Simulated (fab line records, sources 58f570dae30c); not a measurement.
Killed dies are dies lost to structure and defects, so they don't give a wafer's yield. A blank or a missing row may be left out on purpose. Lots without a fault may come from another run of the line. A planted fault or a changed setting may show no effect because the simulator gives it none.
fab line records | flow berkeley_cmos170
record lots=6 wafers=18 last_day=12
route steps=331 shown ACTIVE@78 PFIELD@79 FIELD@89 SACOX@97 SCREENOX@100 NVT@104 PVT@115 M3@331
lots that met no fault: from a run of the same line without faults
start_h: hours from the record's first day to the start of the lot's first wafer shown | wait_h: hours since the lot's step before | " the same as in the row above | L1.1+2: a row that stands for several wafers | - no value, or no start given | * or withheld: withheld | < > ~ a bound
route shown NAME@n: a module of which the file shows steps, and the number in the route of the first | usual: mean/standard deviation of fault-free wafers | same: alike in all rows | chamber/n: place in a boat | sites: the reading at each site | _std_site: their standard deviation | _edge_site: outer sites' mean less inner sites' | radius_mm: how far each site lies from the wafer's centre | mask NAME#n: copy n | behind: the tool/chamber that last shaped the wafer | hold: why the lot was held/for how many hours/how that ended | device: the transistor (n, p or np) that didn't switch | end of line: the same wafers' tests at the end of the route | a step without rows: its recipe alone | killed: dies lost to structure and defects at the first sort, not the wafer's yield | map: a wafer's dies, x killed, . not, _ none there
set.NAME: the setting as run; set.NAME@STEP: as run at that earlier step | model.NAME: the simulator's own value behind a step, which no gauge read
lots at some steps of the route; a table a step, a row a wafer
services: from which hour (start_h, from the record's first day; less than 0 if before it) a tool's chamber was out of use, for how many hours, and why
## steps
# step UCB170_ACTIVE_CLEAN_17
# recipe chemistry=SPM temp_c=120 time_s=600
# step UCB170_PFIELD_HMDS_00
# recipe prime_time_s=60 prime_temp_c=100
# step UCB170_PFIELD_COAT_01
# recipe resist=KrF spin_rpm=1500 resist_thk_nm=900
# step UCB170_PFIELD_SOFTBAKE_02
# recipe resist=KrF temp_c=130 time_s=60
# step UCB170_PFIELD_EXPOSE_03
# recipe mask_id=PFIELD na=0.5 sigma_outer=0.6 source_shape=conventional target_cd_nm=1500 dose_mj=30
# step UCB170_PFIELD_PEB_04
# recipe peb_temp_c=130 peb_time_s=withheld resist=KrF
# step UCB170_PFIELD_DEVELOP_05
# recipe developer=TMAH develop_time_s=45 resist=KrF dev_temp_c=21
# step UCB170_PFIELD_OVL_MEAS_06
# usual PFIELD_OVL=0/5.1
# columns lot.wafer tool chamber start_h wait_h PFIELD_OVL[nm]
L860.4 overlay-02 - 87.67 - -3
L860.5 " - " " 7
L860.6 " - " " -2
L862.1 overlay-01 - 107.57 - 1
L862.2 " - " " 2
L862.5 " - " " 1
L864.2 overlay-01 - 112.51 - 5
L864.3 " - " " 16
L864.4 " - " " 7
L868.3 overlay-02 - 131.36 - 3
L868.4 " - " " 8
L868.6 " - " " 10
L880.2 overlay-01 - 197.29 - 11
L880.3 " - " " 0
L880.6 " - " " 3
L881.2 overlay-02 - 197.68 - 1
L881.3 " - " " -10
L881.6 " - " " -9
# step UCB170_PFIELD_IMPLANT_07
# recipe species=B dose_cm2=2e+13 energy_kev=80 tilt_deg=7
# step UCB170_PFIELD_STRIP_08
# recipe chemistry=O2 power_w=400 pressure_mtorr=3500 platen_temp_c=withheld o2_flow_sccm=400 overash_fraction=0.5
# usual drypump_motor_current_A=5.7/0.6 oes_product_au=0.735/0.0046 strip_time_to_endpoint_s=21.64/0.059
# columns lot.wafer tool chamber start_h wait_h drypump_motor_current_A oes_product_au rf_hours_counter_h strip_time_to_endpoint_s
L860.4 plasma_asher-01 1 87.87 0.1 5.1 0.740 - 21.59
L860.5 " 0 " " 6.5 0.730 - 21.69
L860.6 " 1 " " 5.1 0.735 - 21.59
L862.1 plasma_asher-01 1 107.76 0.1 5.1 0.742 41 21.57
L862.2 " 0 " " 6.4 0.733 41 21.51
L862.5 " 0 " " 6.4 0.744 - 21.62
L864.2 plasma_asher-03 0 112.69 0.1 4.9 0.734 40 21.71
L864.3 " 1 " " 6.0 0.739 - 21.55
L864.4 " 0 " " 4.9 0.729 - 21.62
L868.3 plasma_asher-01 1 131.57 0.1 5.1 0.741 - 21.64
L868.4 " 0 " " 6.4 0.734 - 21.62
L868.6 " 1 " " 5.1 0.732 - 21.59
L880.2 plasma_asher-03 1 197.47 0.1 6.0 0.735 49 21.58
L880.3 " 1 " " 6.0 0.730 - 21.63
L880.6 " 1 " " 6.0 0.737 - 21.60
L881.2 plasma_asher-01 1 197.86 0.1 5.1 0.739 9 21.58
L881.3 " 0 " " 6.5 0.736 - 21.60
L881.6 " 0 " " 6.4 0.740 - 21.62
# step UCB170_PFIELD_TW_MEAS_09
# usual PFIELD_TW=601/7.5
# columns lot.wafer tool chamber start_h wait_h PFIELD_TW
L860.4 film_metro-01 - 87.96 0.1 608
L860.5 " - " " 604
L860.6 " - " " 607
L862.1 film_metro-01 - 107.86 0.1 607
L862.2 " - " " 610
L862.5 " - " " 606
L864.2 film_metro-01 - 112.80 0.1 601
L864.3 " - " " 605
L864.4 " - " " 604
L868.3 film_metro-03 - 131.66 0.1 588
L868.4 " - " " 586
L868.6 " - " " 586
L880.2 film_metro-01 - 197.58 0.1 601
L880.3 " - " " 601
L880.6 " - " " 603
L881.2 film_metro-02 - 197.97 0.1 606
L881.3 " - " " 606
L881.6 " - " " 607
# step UCB170_FIELD_CLEAN_00
# recipe chemistry=dHF dilution=25:1 time_s=7.5
# step UCB170_FIELD_OXIDATION_01
# recipe temp_c=1000 ambient=H2O p_h2o_torr=584.62 target_thk_a=5583 ox_time_s=7200
# usual spike_tc_centre_C=1002.5/1 spike_tc_load_C=1026.2/1 spike_tc_source_C=1023.4/1.5 tube_center_temp_C=1000/0.092 tube_center_temp_C_max=1002.5/0.43
# same ox_time_s=7200
# columns lot.wafer tool chamber start_h wait_h spike_tc_centre_C spike_tc_load_C spike_tc_source_C tube_center_temp_C tube_center_temp_C_max model.SiO2_of_FIELD_OXIDATION_01.thk_nm
L860.4 furnace-02 0 93.61 4.3 1003.2 1024.6 1021.9 999.89 1001.8 543
L860.5 " 0 " " 1003.1 1026.3 1022.1 999.93 1002.4 544.9
L860.6 " 0 " " 1002.8 1025.3 1021.5 1000 1002.4 549.1
L862.1 furnace-04 0 109.77 1.5 1001.8 1027.4 1025.3 999.91 1002.3 570.9
L862.2 " 0 " " 1001.3 1027.5 1022.5 999.86 1002.1 573.3
L862.5 " 0 " " 1003.7 1025.9 1024.4 999.88 1003.0 570
L864.2 furnace-02 0 116.49 3.4 1003.1 1026.3 1021.2 1000 1003.0 551.5
L864.3 " 0 " " 1001.6 1025.4 1023.0 999.84 1002.0 557.4
L864.4 " 0 " " 1002.2 1025.0 1021.9 1000.1 1003.1 558.3
L868.3 furnace-04 0 134.32 2.6 1002.9 1027.3 1023.9 999.84 1002.5 568.1
L868.4 " 0 " " 1002.3 1025.8 1023.4 1000.1 1003.3 569.4
L868.6 " 0 " " 1004.6 1026.9 1024.2 999.83 1002.5 558.7
L880.2 furnace-04 0 201.32 3.7 1023.3 1046.5 1044.4 1020 1022.8 625
L880.3 " 0 " " 1021.4 1046.4 1043.9 1020.1 1022.4 635.2
L880.6 " 0 " " 1023.9 1047.8 1043.6 1020.1 1022.6 620.6
L881.2 furnace-04 0 201.32 3.3 1022.6 1047.0 1043.3 1019.9 1022.3 632.1
L881.3 " 0 " " 1023.0 1044.9 1044.3 1020 1022.0 631
L881.6 " 0 " " 1024.5 1047.5 1043.8 1020 1023.1 636.8
# step UCB170_FIELD_THK_MEAS_02
# recipe reads=SiO2_of_FIELD_OXIDATION_01
# usual FIELD_OXIDE_THK=555/9.2
# columns lot.wafer tool chamber start_h wait_h FIELD_OXIDE_THK[nm]
L860.4 film_metro-02 - 96.64 0.0 543
L860.5 " - " " 545
L860.6 " - " " 549
L862.1 film_metro-03 - 112.77 0.0 571
L862.2 " - " " 573
L862.5 " - " " 570
L864.2 film_metro-02 - 119.50 0.0 551
L864.3 " - " " 558
L864.4 " - " " 559
L868.3 film_metro-02 - 137.40 0.1 568
L868.4 " - " " 570
L868.6 " - " " 559
L880.2 film_metro-02 - 204.33 0.0 625
L880.3 " - " " 635
L880.6 " - " " 621
L881.2 film_metro-03 - 204.33 0.0 632
L881.3 " - " " 632
L881.6 " - " " 637
# step UCB170_FIELD_ANNEAL_03
# recipe temp_c=1000 time_s=1200 ambient=N2
# step UCB170_FIELD_WET_ETCH_04
# recipe chemistry=dHF dilution=10:1 target=SiO2 temp_c=25 time_s=61.03
# step UCB170_FIELD_WET_ETCH_05
# recipe chemistry=H3PO4 target=Si3N4 temp_c=160 time_s=12600
# step UCB170_FIELD_WET_ETCH_06
# recipe chemistry=BOE dilution=5:1 target=SiO2 temp_c=25 time_s=22
# usual temp_c=25.00/0.11
# columns lot.wafer tool chamber start_h wait_h temp_c model.SiO2_of_FIELD_OXIDATION_01.thk_nm
L860.4 wet_bench-03 0 106.04 0.0 25.06 424.5
L860.5 " 0 " " 24.96 426.4
L860.6 " 0 " " 24.98 430.4
L862.1 wet_bench-04 1 120.65 0.0 24.91 455.3
L862.2 " 1 " " 25.06 457.9
L862.5 " 1 " " 24.88 454.4
L864.2 wet_bench-03 0 128.83 0.6 25.06 433.2
L864.3 " 0 " " 25.08 439.1
L864.4 " 0 " " 25.16 440.7
L868.3 wet_bench-02 1 145.80 0.0 24.88 450.8
L868.4 " 1 " " 24.71 452
L868.6 " 1 " " 24.68 441.4
L880.2 wet_bench-02 1 214.57 0.3 25.04 507.3
L880.3 " 1 " " 25.05 517.4
L880.6 " 1 " " 25.03 502.9
L881.2 wet_bench-02 3 214.57 0.3 25.02 514.6
L881.3 " 3 " " 25.11 513.4
L881.6 " 3 " " 24.98 519.1
# step UCB170_FIELD_THK_MEAS_90
# recipe reads=SiO2_of_FIELD_OXIDATION_01
# usual FIELD_OXIDE_LEFT_1_THK=438/9.5
# columns lot.wafer tool chamber start_h wait_h FIELD_OXIDE_LEFT_1_THK[nm]
L860.4 film_metro-04 - 106.08 0.0 425
L860.5 " - " " 427
L860.6 " - " " 430
L862.1 film_metro-03 - 120.66 0.0 455
L862.2 " - " " 458
L862.5 " - " " 454
L864.2 film_metro-02 - 128.91 0.1 433
L864.3 " - " " 440
L864.4 " - " " 441
L868.3 film_metro-04 - 145.83 0.0 451
L868.4 " - " " 452
L868.6 " - " " 441
L880.2 film_metro-02 - 214.59 0.0 508
L880.3 " - " " 517
L880.6 " - " " 503
L881.2 film_metro-04 - 214.59 0.0 514
L881.3 " - " " 513
L881.6 " - " " 519
# step UCB170_SACOX_CLEAN_00
# recipe chemistry=dHF dilution=25:1 time_s=7.5
# step UCB170_SACOX_OXIDATION_01
# recipe temp_c=900 ambient=O2 target_thk_a=144 ox_time_s=2400
# step UCB170_SACOX_THK_MEAS_02
# recipe reads=SiO2_of_SACOX_OXIDATION_01
# usual SACOX_OXIDE_THK=14.41/0.28
# columns lot.wafer tool chamber start_h wait_h SACOX_OXIDE_THK[nm]
L860.4 film_metro-02 - 109.80 0.0 14.60
L860.5 " - " " 14.46
L860.6 " - " " 14.80
L862.1 film_metro-04 - 125.88 0.0 14.34
L862.2 " - " " 14.18
L862.5 " - " " 14.47
L864.2 film_metro-01 - 134.08 0.0 13.84
L864.3 " - " " 13.64
L864.4 " - " " 13.64
L868.3 film_metro-02 - 151.68 0.1 14.32
L868.4 " - " " 14.30
L868.6 " - " " 14.25
L881.2 film_metro-02 - 218.62 0.0 14.25
L881.3 " - " " 14.38
L881.6 " - " " 14.44
L880.2 film_metro-01 - 218.66 0.0 14.73
L880.3 " - " " 14.88
L880.6 " - " " 14.75
# step UCB170_SCREENOX_WET_ETCH_00
# recipe chemistry=dHF dilution=25:1 target=SiO2 temp_c=25 time_s=200
# step UCB170_SCREENOX_OXIDATION_01
# recipe temp_c=900 ambient=O2 target_thk_a=144 ox_time_s=2400
# step UCB170_SCREENOX_THK_MEAS_02
# recipe reads=SiO2_of_SCREENOX_OXIDATION_01
# usual SCREENOX_OXIDE_THK=14.37/0.23
# columns lot.wafer tool chamber start_h wait_h SCREENOX_OXIDE_THK[nm]
L860.4 film_metro-04 - 114.46 0.0 14.22
L860.5 " - " " 14.18
L860.6 " - " " 14.37
L862.1 film_metro-03 - 131.48 0.0 14.55
L862.2 " - " " 14.34
L862.5 " - " " 14.39
L864.2 film_metro-03 - 139.37 0.0 14.12
L864.3 " - " " 14.24
L864.4 " - " " 14.19
L868.3 film_metro-01 - 158.14 0.0 14.30
L868.4 " - " " 14.19
L868.6 " - " " 14.33
L880.2 film_metro-01 - 224.83 0.0 14.37
L880.3 " - " " 14.26
L880.6 " - " " 14.27
L881.2 film_metro-04 - 224.83 0.0 14.11
L881.3 " - " " 14.64
L881.6 " - " " 14.31
# step UCB170_SCREENOX_ANNEAL_03
# recipe temp_c=900 time_s=900 ambient=N2
# step UCB170_NVT_HMDS_00
# recipe prime_time_s=60 prime_temp_c=100
# step UCB170_NVT_COAT_01
# recipe resist=KrF spin_rpm=1500 resist_thk_nm=900
# step UCB170_NVT_SOFTBAKE_02
# recipe resist=KrF temp_c=130 time_s=62.46
# usual plate_sensor_t_centre_C=131.41/0.011 plate_sensor_t_edge_C=131.53/0.01
# columns lot.wafer tool chamber start_h wait_h plate_sensor_t_centre_C plate_sensor_t_edge_C
L860.4 litho_track-01 0 120.09 0.1 131.39 131.52
L860.5 " 0 " " 131.4 131.55
L860.6 " 0 " " 131.41 131.54
L862.1 litho_track-04 0 137.43 0.1 131.42 131.53
L862.2 " 0 " " 131.42 131.54
L862.5 " 0 " " 131.39 131.52
L864.2 litho_track-03 0 145.14 0.1 131.42 131.53
L864.3 " 0 " " 131.42 131.54
L864.4 " 0 " " 131.39 131.53
L868.3 litho_track-03 0 163.82 0.1 131.41 131.53
L868.4 " 0 " " 131.41 131.53
L868.6 " 0 " " 131.41 131.54
L881.2 litho_track-03 0 229.12 0.1 131.4 131.52
L881.3 " 0 " " 131.41 131.53
L881.6 " 0 " " 131.42 131.54
L880.2 litho_track-01 0 229.14 0.1 131.4 131.53
L880.3 " 0 " " 131.39 131.53
L880.6 " 0 " " 131.4 131.52
# step UCB170_NVT_EXPOSE_03
# recipe mask_id=PWELL target_cd_nm=3000 na=0.5 sigma_outer=0.6 source_shape=conventional dose_mj=30
# step UCB170_NVT_PEB_04
# recipe peb_temp_c=130 peb_time_s=withheld resist=KrF
# step UCB170_NVT_DEVELOP_05
# recipe developer=TMAH develop_time_s=45 resist=KrF dev_temp_c=21
# step UCB170_NVT_OVL_MEAS_06
# usual NVT_OVL=-1/5.5
# columns lot.wafer tool chamber start_h wait_h NVT_OVL[nm]
L860.4 overlay-02 - 120.60 - 3
L860.5 " - " " 0
L860.6 " - " " -1
L862.1 overlay-01 - 139.03 - 1
L862.2 " - " " -4
L862.5 " - " " -2
L864.2 overlay-01 - 146.16 - 4
L864.3 " - " " -2
L864.4 " - " " 1
L868.3 overlay-02 - 164.85 - -1
L868.4 " - " " -11
L868.6 " - " " -6
L881.2 overlay-02 - 229.82 - 8
L881.3 " - " " 0
L881.6 " - " " 5
L880.2 overlay-01 - 229.94 - 2
L880.3 " - " " 6
L880.6 " - " " 3
# step UCB170_NVT_IMPLANT_07
# recipe species=BF2 dose_cm2=3e+12 energy_kev=50 tilt_deg=7
# step UCB170_NVT_STRIP_08
# recipe chemistry=O2 power_w=400 pressure_mtorr=3500 platen_temp_c=withheld o2_flow_sccm=400 overash_fraction=0.5
# usual drypump_motor_current_A=5.8/0.71 oes_product_au=0.735/0.0045 strip_time_to_endpoint_s=21.68/0.063
# columns lot.wafer tool chamber start_h wait_h drypump_motor_current_A oes_product_au rf_hours_counter_h strip_time_to_endpoint_s
L860.4 plasma_asher-03 0 120.80 0.1 4.9 0.732 - 21.74
L860.5 " 0 " " 4.9 0.734 - 21.69
L860.6 " 1 " " 6.1 0.733 - 21.73
L862.1 plasma_asher-04 0 139.22 0.1 5.1 0.732 38 21.66
L862.2 " 1 " " 6.6 0.739 38 21.69
L862.5 " 0 " " 5.1 0.733 - 21.73
L864.2 plasma_asher-01 1 146.34 0.1 5.1 0.736 3 21.72
L864.3 " 0 " " 6.4 0.729 - 21.70
L864.4 " 1 " " 5.1 0.725 - 21.75
L868.3 plasma_asher-04 0 165.06 0.1 5.1 0.729 - 21.72
L868.4 " 1 " " 6.6 0.728 - 21.68
L868.6 " 1 " " 6.6 0.736 - 21.63
L881.2 plasma_asher-01 0 230.00 0.1 6.4 0.735 12 21.74
L881.3 " 0 " " 6.4 0.743 - 21.75
L881.6 " 1 " " 5.1 0.731 - 21.72
L880.2 plasma_asher-04 0 230.12 0.1 5.1 0.732 48 21.64
L880.3 " 0 " " 5.1 0.736 - 21.66
L880.6 " 1 " " 6.6 0.734 - 21.61
# step UCB170_NVT_TW_MEAS_09
# usual NVT_TW=526/5.6
# columns lot.wafer tool chamber start_h wait_h NVT_TW
L860.4 film_metro-03 - 120.89 0.1 515
L860.5 " - " " 513
L860.6 " - " " 513
L862.1 film_metro-02 - 139.32 0.1 525
L862.2 " - " " 528
L862.5 " - " " 526
L864.2 film_metro-01 - 146.45 0.1 529
L864.3 " - " " 530
L864.4 " - " " 531
L868.3 film_metro-02 - 165.15 0.1 528
L868.4 " - " " 531
L868.6 " - " " 528
L881.2 film_metro-02 - 230.11 0.1 528
L881.3 " - " " 529
L881.6 " - " " 531
L880.2 film_metro-01 - 230.23 0.1 533
L880.3 " - " " 532
L880.6 " - " " 532
# step UCB170_NVT_CLEAN_10
# recipe chemistry=SPM temp_c=120 time_s=600
# step UCB170_PVT_HMDS_00
# recipe prime_time_s=60 prime_temp_c=100
# step UCB170_PVT_COAT_01
# recipe resist=KrF spin_rpm=1500 resist_thk_nm=900
# step UCB170_PVT_SOFTBAKE_02
# recipe resist=KrF temp_c=130 time_s=60
# step UCB170_PVT_EXPOSE_03
# recipe mask_id=NWELL target_cd_nm=3000 na=0.5 sigma_outer=0.6 source_shape=conventional dose_mj=30
# step UCB170_PVT_PEB_04
# recipe peb_temp_c=130 peb_time_s=withheld resist=KrF
# step UCB170_FIELD_THK_MEAS_91
# recipe reads=SiO2_of_FIELD_OXIDATION_01
# usual FIELD_OXIDE_LEFT_2_THK=350/9.6
# columns lot.wafer tool chamber start_h wait_h FIELD_OXIDE_LEFT_2_THK[nm]
L860.4 film_metro-03 - 122.96 0.0 336
L860.5 " - " " 338
L860.6 " - " " 342
L862.1 film_metro-04 - 141.44 0.0 368
L862.2 " - " " 370
L862.5 " - " " 367
L864.2 film_metro-02 - 148.43 0.0 345
L864.3 " - " " 350
L864.4 " - " " 352
L868.3 film_metro-02 - 168.10 0.0 362
L868.4 " - " " 363
L868.6 " - " " 352
L880.2 film_metro-02 - 235.68 0.0 419
L880.3 " - " " 429
L880.6 " - " " 415
L881.2 film_metro-03 - 235.76 0.0 426
L881.3 " - " " 425
L881.6 " - " " 430
# step UCB170_M3_PROBE_99
# columns lot.wafer tool chamber start_h wait_h model.etest.pldd.line_ohm_um model.etest.nldd.line_ohm_um model.etest.nldd.width_nm model.etest.pldd.width_nm model.etest.pplus_sal.width_nm model.etest.nplus_sal.width_nm model.etest.nmos_narrow.drive_ua_um model.etest.pmos_narrow.drive_ua_um
L860.4 prober-01 - 175.32 0.2 1751 1204 635.9 635 720.6 721.2 383.2 149.8
L860.5 prober-01 - 175.37 0.2 1753 1194 635.7 635.8 725.6 727.8 366.8 151.4
L860.6 prober-01 - 175.42 0.2 1775 1184 633 630.9 717 718.4 366.2 149.1
L862.1 prober-02 - 197.18 0.1 1868 1311 590.1 586.6 700.4 706.3 346.9 137.3
L862.2 prober-02 - 197.23 0.1 1871 1281 592.3 589.8 690.7 684.8 351.9 135.9
L862.5 prober-02 - 197.38 0.2 1887 1293 586.6 589.5 677.4 676.5 345 136.9
L864.2 prober-01 - 204.55 0.1 1779 1238 626.4 625.7 702.6 703.8 371.4 150.1
L864.3 prober-01 - 204.60 0.2 1751 1250 616.5 617.2 730.7 726.8 365.1 148.3
L864.4 prober-01 - 204.65 0.2 1802 1261 615.4 611.6 710.5 710.5 363.8 144.9
L868.3 prober-01 - 227.74 0.2 1824 1308 603.1 602.1 700.8 698 362.1 145.7
L868.4 prober-01 - 227.79 0.2 1846 1306 603.1 605 678.1 675.6 374 149.5
L868.6 prober-01 - 227.89 0.2 1835 1269 612.2 614 713.6 711.4 381.4 150.6
L881.2 prober-01 - 286.38 0.1 2187 1506 519.9 518.5 595.9 600.5 320.8 127.5
L881.3 prober-01 - 286.43 0.2 2120 1482 520.8 519 632.8 633.4 329.1 131
L881.6 prober-01 - 286.58 0.2 2156 1520 514.2 515.4 590.8 587.3 325.1 128.1
L880.2 prober-02 - 287.42 0.1 2114 1472 530.4 530 636 635.9 320.1 123.7
L880.3 prober-02 - 287.47 0.2 2153 1484 514.4 512.7 609.5 612.5 317.3 123
L880.6 prober-02 - 287.62 0.2 2111 1444 532.5 535 633.5 631.2 320.1 125.2
# killed by level:class
L860.4 WELLDRIVE:geometric_particle:open=1
L860.5 SPACER:geometric_particle:open=1 SILICIDE:geometric_particle:open=1 V1:geometric_particle:open=1
L860.6 SACOX:geometric_particle:open=1 GATE:geometric_particle:open=1 SPACER:geometric_particle:open=1 V1:geometric_particle:short=1 V2:geometric_particle:open=1
L862.1 ACTIVE:area_etch=2 WELLDRIVE:geometric_particle:short=1 SILICIDE:geometric_particle:short=1 M1:geometric_particle:open=1 M3:geometric_particle:short=1
L862.2 SILICIDE:geometric_particle:short=1 V2:geometric_particle:short=1
L862.5 WELLDRIVE:geometric_particle:open=1
L864.2 FIELD:geometric_particle:short=1 GATE:geometric_particle:short=1
L864.3 GATE:geometric_particle:short=2 GATE:geometric_particle:open=1
L864.4 SILICIDE:geometric_particle:short=1 M2:geometric_particle:short=1
L868.3 WELLDRIVE:geometric_particle:short=1 CONTACT:geometric_particle:open=1
L868.4 ZERO:coat_microbubble_printed=1
L868.6 SACOX:geometric_particle:open=1 GATE:geometric_particle:open=1 M2:geometric_particle:open=1 M3:geometric_particle:short=1 ACTIVE:area_etch=1
L880.2 PWELL:geometric_particle:open=1 SILICIDE:geometric_particle:open=1
L880.3 SILICIDE:geometric_particle:open=1 ACTIVE:area_etch=1
L880.6 ACTIVE:area_etch=2 SCREENOX:geometric_particle:short=1 GATE:geometric_particle:short=1 V2:geometric_particle:short=1
## services
# columns tool chamber start_h hours kind
plasma_asher-04 - 67.25 14.6 pm
furnace-02 - 80.77 4.1 pm
furnace-04 - 91.79 2.6 pm
plasma_asher-01 - 99.59 0.6 repair
plasma_asher-01 - 108.75 9.0 pm
plasma_asher-01 0 108.75 9.0 vent_cycle
plasma_asher-01 1 108.75 9.0 vent_cycle
plasma_asher-01 0 117.75 - clean
plasma_asher-01 1 117.75 - clean
plasma_asher-03 - 123.03 1.1 repair
furnace-02 - 206.52 2.5 pm
wet_bench-04 - 210.07 35.0 repair
furnace-04 - 211.32 3.9 pm
plasma_asher-01 - 219.53 4.8 repair
## key
first_sign step=UCB170_FIELD_OXIDATION_01 reading=tube_center_temp_C direction=up sigmas=99+ usual=* struck=*
effect step=UCB170_FIELD_OXIDATION_01 reading=tube_center_temp_C_max direction=up sigmas=47 usual=* struck=*
effect step=UCB170_FIELD_THK_MEAS_02 reading=FIELD_OXIDE_THK direction=up sigmas=8.1 usual=555 struck=630
effect step=UCB170_FIELD_THK_MEAS_90 reading=FIELD_OXIDE_LEFT_1_THK direction=up sigmas=7.8 usual=438 struck=512
effect step=UCB170_FIELD_THK_MEAS_91 reading=FIELD_OXIDE_LEFT_2_THK direction=up sigmas=7.8 usual=350 struck=424
model_effect step=UCB170_FIELD_OXIDATION_01 value=SiO2_of_FIELD_OXIDATION_01.thk_nm without=559.2 struck=630.1
model_effect step=UCB170_FIELD_WET_ETCH_06 value=SiO2_of_FIELD_OXIDATION_01.thk_nm without=441.5 struck=512.4
model_effect step=UCB170_M3_PROBE_99 value=etest.pldd.line_ohm_um without=1828 struck=2140
met_at UCB170_FIELD_OXIDATION_01
struck_wafers L880.2,L880.3,L880.6,L881.2,L881.3,L881.6
sort_left_out L881.2,L881.3,L881.6
tester_left_out L880,L881
onset_between 134.32 201.32
fault kind=process_parameter_drift tool=furnace-04 chamber=- onset_h=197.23 steps=UCB170_FIELD_OXIDATION_01 channel=temp_c offset=* shape=step end_h=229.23 acts_in=* stated=*
# tester_left_out: of these lots the tester's yield and bins aren't shown, on N5 and GAA mostly nor the transistor test; their killed dies are dies lost to structure and defects alone, not to doping, threshold or leakage, so they don't give the yield
# sort_left_out: the simulated sort isn't trusted on such a fault, so these wafers' sort isn't shown, and their yield isn't known
